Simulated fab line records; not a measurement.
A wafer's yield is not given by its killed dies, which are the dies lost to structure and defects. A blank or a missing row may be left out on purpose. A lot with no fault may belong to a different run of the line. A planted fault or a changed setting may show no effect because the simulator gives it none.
fab line records    flow ritCmos
record: lots: 14  wafers: 42  lastDay: 7
route steps=202 shown ACTIVE@12 FOX2@24 GATE@85 SPACER@128
lots that met no fault: taken from a fault-free run of the same line
startH: hours from the record's first day to the start of the lot's first wafer shown    waitH: how many hours have passed since the lot's step before this one    " as in the row above    L1.1+2: a single row standing in for several wafers    - either no value or no given start    * or withheld: withheld    < > ~ a bound
route shown NAME@n: a module of which the file shows steps, and the number in the route of the first    usual: average and standard deviation across the fault-free wafers    same: alike in all rows    chamber/n: place in a boat    sites: readings site by site    _std_site: the standard deviation of these    _edge_site: the outer-site mean with the inner-site mean subtracted    radiusMm: for every site, how far away it sits from the centre of the wafer    mask NAME#n: copy n    behind: the most recent tool/chamber to have shaped the wafer    hold: what put the lot on hold/how long, in hours/how the hold closed    device: whichever transistor did not switch (one of n, p or np)    end of line: tests of these same wafers at the route's end    step lacking rows: just its recipe    killed: dies that structure and defects cost at the first sort, which is not the same as the wafer's yield    map: a wafer's dies, marking killed ones x, the rest . and places with no die _
set.NAME: setting as actually run; set.NAME@STEP: the setting as run at that earlier step    model.NAME: the simulator's own value behind a step, which no gauge read
a sample of lots followed through the steps of the route, with each step as a table and each wafer as a row
services: the hour from which a tool's chamber was out of use, counted from the record's first day as startH (under 0 if before that day), plus the number of hours and why
== steps ==
step: RIT_ACTIVE_CD_MEAS_11
recipe: targetCdNm: 1400
usual: cdNm: 1400.5/1.9
lot.wafer  tool      chamber  startH  waitH  cdNm
L797.3     cdSem-01  -        14.60   -      1400.9
L797.5     "         -        "       "      1400.7
L797.6     "         -        "       "      1402.5
L798.1     cdSem-01  -        19.44   -      1400.1
L798.5     "         -        "       "      1399.1
L798.6     "         -        "       "      1399.5
L799.2     cdSem-01  -        24.46   -      1400.2
L799.3     "         -        "       "      1401.7
L799.6     "         -        "       "      1402.4
L800.1     cdSem-01  -        29.79   -      1399.1
L800.3     "         -        "       "      1398.3
L800.6     "         -        "       "      1399.0
L802.2     cdSem-02  -        41.32   -      1401.5
L802.4     "         -        "       "      1401.6
L802.5     "         -        "       "      1401.6
L803.3     cdSem-02  -        45.70   -      1400.9
L803.4     "         -        "       "      1403.2
L803.6     "         -        "       "      1401.0
L804.3     cdSem-02  -        50.74   -      1405.3
L804.4     "         -        "       "      1405.7
L804.6     "         -        "       "      1405.4
L805.1     cdSem-02  -        54.62   -      1402.3
L805.2     "         -        "       "      1400.6
L805.5     "         -        "       "      1401.3
L806.2     cdSem-02  -        60.24   -      1399.4
L806.4     "         -        "       "      1399.8
L806.6     "         -        "       "      1398.2
L807.3     cdSem-01  -        64.67   -      1399.5
L807.4     "         -        "       "      1399.6
L807.5     "         -        "       "      1396.5
L808.2     cdSem-01  -        70.35   -      1399.5
L808.3     "         -        "       "      1399.6
L808.5     "         -        "       "      1400.5
L809.2     cdSem-02  -        74.59   -      1397.3
L809.5     "         -        "       "      1398.4
L809.6     "         -        "       "      1399.0
L810.4     cdSem-01  -        79.53   -      1401.6
L810.5     "         -        "       "      1400.8
L810.6     "         -        "       "      1403.0
L820.1     cdSem-02  -        129.44  -      1400.0
L820.2     "         -        "       "      1397.8
L820.6     "         -        "       "      1400.1
step: RIT_FOX2_THK_MEAS_01
recipe: reads: SiO2_of_FOX2_OXIDATION_00
usual: FOX2_OXIDE_THK: 352/8.2
lot.wafer  tool          chamber  startH  waitH  FOX2_OXIDE_THK[nm]
L797.3     filmMetro-03  -        18.63   0.0    359
L797.5     "             -        "       "      359
L797.6     "             -        "       "      350
L798.1     filmMetro-03  -        23.34   0.0    358
L798.5     "             -        "       "      358
L798.6     "             -        "       "      356
L799.2     filmMetro-02  -        31.57   0.0    356
L799.3     "             -        "       "      356
L799.6     "             -        "       "      352
L800.1     filmMetro-01  -        38.70   0.0    359
L800.3     "             -        "       "      359
L800.6     "             -        "       "      358
L802.2     filmMetro-01  -        45.39   0.0    358
L802.4     "             -        "       "      352
L802.5     "             -        "       "      356
L803.3     filmMetro-02  -        50.76   0.0    361
L803.4     "             -        "       "      365
L803.6     "             -        "       "      368
L804.3     filmMetro-03  -        54.63   0.0    349
L804.4     "             -        "       "      350
L804.6     "             -        "       "      347
L805.1     filmMetro-01  -        58.90   0.0    348
L805.2     "             -        "       "      344
L805.5     "             -        "       "      340
L806.2     filmMetro-03  -        65.18   0.0    345
L806.4     "             -        "       "      357
L806.6     "             -        "       "      350
L807.3     filmMetro-01  -        70.38   0.0    342
L807.4     "             -        "       "      346
L807.5     "             -        "       "      340
L808.2     filmMetro-03  -        74.23   0.0    340
L808.3     "             -        "       "      337
L808.5     "             -        "       "      338
L809.2     filmMetro-03  -        79.03   0.0    356
L809.5     "             -        "       "      358
L809.6     "             -        "       "      355
L810.4     filmMetro-02  -        83.72   0.0    356
L810.5     "             -        "       "      364
L810.6     "             -        "       "      360
L820.1     filmMetro-03  -        133.37  0.0    360
L820.2     "             -        "       "      359
L820.6     "             -        "       "      356
step: RIT_GATE_THK_MEAS_09
recipe: reads: poly-Si_of_GATE_CVD_08
usual: GATE_POLY_THK: 249/3.1
lot.wafer  tool          chamber  startH  waitH  GATE_POLY_THK[nm]
L797.3     filmMetro-01  -        40.34   0.0    245
L797.5     "             -        "       "      247
L797.6     "             -        "       "      247
L798.1     filmMetro-01  -        42.31   0.0    251
L798.5     "             -        "       "      251
L798.6     "             -        "       "      249
L799.2     filmMetro-03  -        51.17   0.0    251
L799.3     "             -        "       "      252
L799.6     "             -        "       "      250
L800.1     filmMetro-03  -        57.77   0.0    244
L800.3     "             -        "       "      244
L800.6     "             -        "       "      245
L802.2     filmMetro-02  -        65.48   0.0    244
L802.4     "             -        "       "      245
L802.5     "             -        "       "      245
L803.3     filmMetro-02  -        68.19   0.0    247
L803.4     "             -        "       "      248
L803.6     "             -        "       "      249
L804.3     filmMetro-03  -        71.28   0.0    244
L804.4     "             -        "       "      243
L804.6     "             -        "       "      244
L805.1     filmMetro-03  -        76.03   0.0    251
L805.2     "             -        "       "      251
L805.5     "             -        "       "      251
L806.2     filmMetro-03  -        82.04   0.0    248
L806.4     "             -        "       "      246
L806.6     "             -        "       "      248
L807.3     filmMetro-02  -        89.05   0.0    249
L807.4     "             -        "       "      249
L807.5     "             -        "       "      247
L808.2     filmMetro-01  -        92.02   0.0    250
L808.3     "             -        "       "      251
L808.5     "             -        "       "      250
L809.2     filmMetro-02  -        96.40   0.0    248
L809.5     "             -        "       "      249
L809.6     "             -        "       "      249
L810.4     filmMetro-03  -        100.22  0.0    252
L810.5     "             -        "       "      253
L810.6     "             -        "       "      252
L820.1     filmMetro-02  -        151.13  0.0    250
L820.2     "             -        "       "      251
L820.6     "             -        "       "      251
step: RIT_SPACER_CVD_03
recipe: material: Si3N4  targetThkNm: 250  tempC: 810  precursor: SiH2Cl2/NH3  timeS: 3300  pressureMtorr: 300  sih2cl2FlowSccm: 60  nh3FlowSccm: 150
usual: nh3FlowSccm: 150.0/0.46  spikeTcCentreC: 812.3/1.3  spikeTcLoadC: 834.4/2.2  spikeTcSourceC: 831.8/2.4  susceptorTempC: 810.0/0.37  zonePowerLoadPct: 22.0/1.8  zonePowerSourcePct: 19.2/1.6
lot.wafer  tool      chamber  startH  waitH  nh3FlowSccm  spikeTcCentreC  spikeTcLoadC  spikeTcSourceC  susceptorTempC  zonePowerLoadPct  zonePowerSourcePct
L797.3     lpcvd-01  0        49.64   0.1    150.3        812.0           832.1         833.9           810.1           24.0              19.5
L797.5     "         0        "       "      150.3        811.0           832.7         834.2           809.6           23.6              19.5
L797.6     "         0        "       "      149.6        811.7           831.3         832.6           809.8           23.4              19.9
L798.1     lpcvd-02  1        51.39   0.0    150.9        812.0           837.0         829.1           810.0           22.8              16.2
L798.5     "         1        "       "      150.4        814.6           836.2         830.3           809.8           23.5              16.1
L798.6     "         1        "       "      150.7        812.8           837.3         830.0           809.8           23.8              16.0
L799.2     lpcvd-02  0        59.47   0.0    150.1        813.0           836.7         831.4           810.6           21.1              20.6
L799.3     "         0        "       "      150.0        811.0           835.7         831.6           810.2           21.4              20.8
L799.6     "         0        "       "      149.5        812.2           836.6         830.2           810.4           21.3              20.4
L800.1     lpcvd-02  1        66.08   0.0    150.3        813.2           836.4         831.0           809.2           23.2              16.0
L800.3     "         1        "       "      149.6        813.9           836.9         830.1           809.3           23.4              16.5
L800.6     "         1        "       "      150.5        814.6           837.5         829.3           809.8           23.0              16.2
L802.2     lpcvd-01  1        75.23   0.0    149.9        812.0           835.2         828.7           809.9           18.9              20.5
L802.4     "         1        "       "      149.9        812.0           835.2         830.0           810.1           19.4              20.5
L802.5     "         1        "       "      150.4        812.8           836.0         829.9           810.1           19.3              20.5
L803.3     lpcvd-02  0        76.38   0.0    149.9        813.8           837.8         830.8           811.1           21.1              20.3
L803.4     "         0        "       "      149.7        810.7           834.7         830.3           810.8           21.1              20.1
L803.6     "         0        "       "      150.0        811.4           834.0         830.9           810.5           21.5              20.1
L804.3     lpcvd-02  0        79.89   0.0    150.5        813.0           834.9         829.4           809.9           21.1              20.3
L804.4     "         0        "       "      150.0        812.9           835.5         831.3           809.9           21.4              19.9
L804.6     "         0        "       "      150.7        810.5           836.0         831.6           809.7           21.0              19.9
L805.1     lpcvd-01  0        84.42   0.0    149.7        812.7           832.9         835.3           809.9           23.2              19.6
L805.2     "         0        "       "      149.7        811.7           832.0         835.7           809.3           23.1              19.7
L805.5     "         0        "       "      149.4        811.4           829.9         832.2           809.4           23.6              19.5
L806.2     lpcvd-01  0        90.80   0.0    149.6        811.4           833.2         834.5           809.7           23.3              19.6
L806.4     "         0        "       "      150.3        810.8           833.2         836.8           809.7           23.3              19.8
L806.6     "         0        "       "      150.4        812.1           832.5         835.6           809.6           23.4              19.8
L807.3     lpcvd-01  1        97.90   0.0    150.0        812.5           833.4         831.5           810.0           18.9              20.5
L807.4     "         1        "       "      150.5        813.6           834.9         831.1           810.4           19.3              20.2
L807.5     "         1        "       "      150.7        813.0           835.6         829.2           809.8           19.5              20.5
L808.2     lpcvd-01  0        100.60  0.0    150.0        811.5           832.4         834.4           809.6           23.1              19.2
L808.3     "         0        "       "      149.8        811.6           833.2         833.7           810.1           23.2              19.5
L808.5     "         0        "       "      149.9        810.2           833.2         835.7           809.9           23.7              19.3
L809.2     lpcvd-01  0        104.88  0.0    150.5        894.2           913.8         917.5           891.7           29.0              24.4
L809.5     "         0        "       "      150.4        892.9           913.8         918.2           891.9           29.0              24.4
L809.6     "         0        "       "      150.8        893.2           915.2         918.7           892.0           29.1              24.3
L810.4     lpcvd-01  0        108.60  0.0    149.6        892.9           914.7         918.0           891.5           29.4              24.6
L810.5     "         0        "       "      149.8        891.9           914.4         916.8           891.8           29.0              24.2
L810.6     "         0        "       "      150.2        893.5           913.9         916.1           891.5           28.8              24.0
L820.1     lpcvd-02  1        159.40  0.0    148.9        812.0           837.2         829.2           809.2           23.3              16.0
L820.2     "         1        "       "      149.4        814.4           835.4         829.9           809.4           24.1              16.1
L820.6     "         1        "       "      149.3        813.3           837.9         828.3           809.8           23.2              16.3
step: RIT_SPACER_THK_MEAS_04
recipe: reads: Si3N4_of_SPACER_CVD_03
usual: SPACER_NITRIDE_THK: 249.9/2.5
lot.wafer  tool          chamber  startH  waitH  SPACER_NITRIDE_THK[nm]
L797.3     filmMetro-04  -        51.57   0.0    248.5
L797.5     "             -        "       "      248.2
L797.6     "             -        "       "      251.3
L798.1     filmMetro-02  -        53.31   0.0    249.1
L798.5     "             -        "       "      249.0
L798.6     "             -        "       "      248.9
L799.2     filmMetro-03  -        61.39   0.0    252.1
L799.3     "             -        "       "      252.1
L799.6     "             -        "       "      252.1
L800.1     filmMetro-04  -        68.00   0.0    251.3
L800.3     "             -        "       "      253.7
L800.6     "             -        "       "      251.5
L802.2     filmMetro-03  -        77.15   0.0    246.5
L802.4     "             -        "       "      243.7
L802.5     "             -        "       "      245.2
L803.3     filmMetro-03  -        78.32   0.0    252.1
L803.4     "             -        "       "      251.2
L803.6     "             -        "       "      252.6
L804.3     filmMetro-03  -        81.83   0.0    250.9
L804.4     "             -        "       "      251.6
L804.6     "             -        "       "      250.6
L805.1     filmMetro-03  -        86.34   0.0    247.9
L805.2     "             -        "       "      250.5
L805.5     "             -        "       "      251.1
L806.2     filmMetro-03  -        92.73   0.0    249.5
L806.4     "             -        "       "      248.6
L806.6     "             -        "       "      244.8
L807.3     filmMetro-04  -        99.84   0.0    246.5
L807.4     "             -        "       "      247.1
L807.5     "             -        "       "      247.4
L808.2     filmMetro-04  -        102.52  0.0    249.2
L808.3     "             -        "       "      246.8
L808.5     "             -        "       "      248.5
L809.2     filmMetro-03  -        106.81  0.0    419.5
L809.5     "             -        "       "      420.0
L809.6     "             -        "       "      418.5
L810.4     filmMetro-03  -        110.55  0.0    423.1
L810.5     "             -        "       "      424.0
L810.6     "             -        "       "      423.6
L820.1     filmMetro-02  -        161.32  0.0    252.2
L820.2     "             -        "       "      249.3
L820.6     "             -        "       "      248.8
step: RIT_SPACER_ETCHBACK_05
recipe: targetDepthA: 2500  SF6_flow_sccm: 30  CHF3_flow_sccm: 30  target: Si3N4  chemistry: SF6/CHF3  pressureMtorr: 40  rfW: 250  timeS: 240  stopOn: SiO2
usual: drypumpMotorCurrentA: 5.5/0.38  oesProductAu: 0.842/0.013  throttleValvePct: 10.25/0.13
lot.wafer  tool        chamber  startH  waitH  drypumpMotorCurrentA  oesProductAu  rfHoursCounterH  throttleValvePct
L797.3     rieDiel-01  0        51.61   0.0    5.7                   0.843         156              10.18
L797.5     "           2        "       "      5.7                   0.846         -                10.37
L797.6     "           1        "       "      4.8                   0.868         -                10.02
L798.1     rieDiel-03  1        53.37   0.1    5.9                   0.848         2                10.44
L798.5     "           0        "       "      6.0                   0.825         -                10.35
L798.6     "           1        "       "      5.9                   0.854         -                10.42
L799.2     rieDiel-04  2        61.44   0.0    5.6                   0.829         65               10.27
L799.3     "           0        "       "      4.8                   0.837         21               10.25
L799.6     "           0        "       "      4.8                   0.847         -                10.24
L800.1     rieDiel-03  1        68.06   0.1    5.9                   0.851         2                10.46
L800.3     "           3        "       "      5.9                   0.848         127              10.35
L800.6     "           2        "       "      5.4                   0.861         -                10.23
L802.2     rieDiel-04  1        77.20   0.0    5.5                   0.827         100              10.33
L802.4     "           2        "       "      5.6                   0.821         66               10.25
L802.5     "           1        "       "      5.6                   0.817         -                10.33
L803.3     rieDiel-03  3        78.36   0.0    5.9                   0.840         127              10.36
L803.4     "           1        "       "      5.9                   0.852         3                10.45
L803.6     "           0        "       "      6.0                   0.833         -                10.35
L804.3     rieDiel-04  2        81.87   0.0    5.7                   0.828         66               10.26
L804.4     "           3        "       "      5.3                   0.855         114              10.06
L804.6     "           3        "       "      5.3                   0.859         -                10.06
L805.1     rieDiel-01  0        86.40   0.1    5.7                   0.834         156              10.18
L805.2     "           3        "       "      5.2                   0.844         150              10.16
L805.5     "           1        "       "      4.8                   0.863         -                10.03
L806.2     rieDiel-04  2        92.78   0.0    5.6                   0.835         66               10.27
L806.4     "           0        "       "      4.8                   0.833         21               10.24
L806.6     "           3        "       "      5.3                   0.838         -                10.05
L807.3     rieDiel-01  1        99.88   0.0    4.8                   0.866         33               10.02
L807.4     "           0        "       "      5.7                   0.836         157              10.17
L807.5     "           3        "       "      5.3                   0.825         -                10.16
L808.2     rieDiel-03  1        102.57  0.0    5.9                   0.847         3                10.43
L808.3     "           0        "       "      5.9                   0.817         4                10.35
L808.5     "           1        "       "      5.9                   0.847         -                10.44
L809.2     rieDiel-04  1        106.86  0.0    5.6                   0.973         100              10.39
L809.5     "           3        "       "      5.3                   0.990         -                10.11
L809.6     "           0        "       "      4.8                   0.970         -                10.29
L810.4     rieDiel-01  3        110.58  0.0    5.3                   0.971         151              10.21
L810.5     "           0        "       "      5.7                   1.013         -                10.23
L810.6     "           3        "       "      5.3                   0.986         -                10.21
L820.1     rieDiel-03  3        161.38  0.1    6.0                   0.844         129              10.35
L820.2     "           0        "       "      6.0                   0.819         5                10.36
L820.6     "           0        "       "      5.9                   0.814         -                10.37
== services ==
tool        chamber  startH  hours  kind
rieDiel-01  3        30.93   12.0   repair
rieDiel-04  -        51.45   2.8    pm
lpcvd-02    -        55.15   2.8    pm
lpcvd-02    -        61.59   0.7    repair
rieDiel-01  2        79.53   13.4   repair
rieDiel-01  -        97.25   0.4    repair
rieDiel-04  3        101.56  2.8    repair
rieDiel-01  0        117.90  -      clean
rieDiel-01  0        117.90  27.2   scheduledDown
rieDiel-01  0        117.90  27.2   ventCycle
rieDiel-01  -        124.09  14.6   pm
rieDiel-03  2        124.61  3.4    repair
rieDiel-03  -        131.40  2.8    pm
rieDiel-03  2        134.94  1.3    repair
rieDiel-01  3        147.81  -      clean
== key ==
firstSign: step: RIT_SPACER_CVD_03  reading: susceptorTempC  direction: up  sigmas: 99+  usual: *  struck: *
effect: step: RIT_SPACER_CVD_03  reading: spikeTcCentreC  direction: up  sigmas: 65  usual: 812.3  struck: 893.1
effect: step: RIT_SPACER_THK_MEAS_04  reading: SPACER_NITRIDE_THK  direction: up  sigmas: 70  usual: 249.9  struck: 421.5
effect: step: RIT_SPACER_ETCHBACK_05  reading: oesProductAu  direction: up  sigmas: 11  usual: 0.842  struck: 0.984
metAt RIT_SPACER_CVD_03
struckLots L809,L810
struckWafers L809.2,L809.5,L809.6,L810.4,L810.5,L810.6
laterRowsLeftOut L809.2,L809.5,L809.6,L810.4,L810.5,L810.6
sortLeftOut L809.2,L809.5,L809.6,L810.4,L810.5,L810.6
testerLeftOut L809,L810
notActingAt RIT_ACTIVE_CD_MEAS_11,RIT_FOX2_THK_MEAS_01,RIT_GATE_THK_MEAS_09
onsetBetween 100.60 104.88
fault: kind: processParameterDrift  tool: lpcvd-01  chamber: 0  onsetH: 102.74  steps: RIT_SPACER_CVD_03  channel: tempC  offset: *  shape: step  endH: 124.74  actsIn: *  stated: *
testerLeftOut: of these lots the tester's yield and bins aren't shown, on N5 and GAA mostly nor the transistor test; their killed dies are dies lost to structure and defects alone, not to doping, threshold or leakage, so they don't give the yield
sortLeftOut: the simulated sort isn't trusted on such a fault, so these wafers' sort isn't shown, and their yield isn't known
laterRowsLeftOut: the simulator's readings of these wafers behind a module that went badly wrong aren't trusted and aren't shown, but for the sort
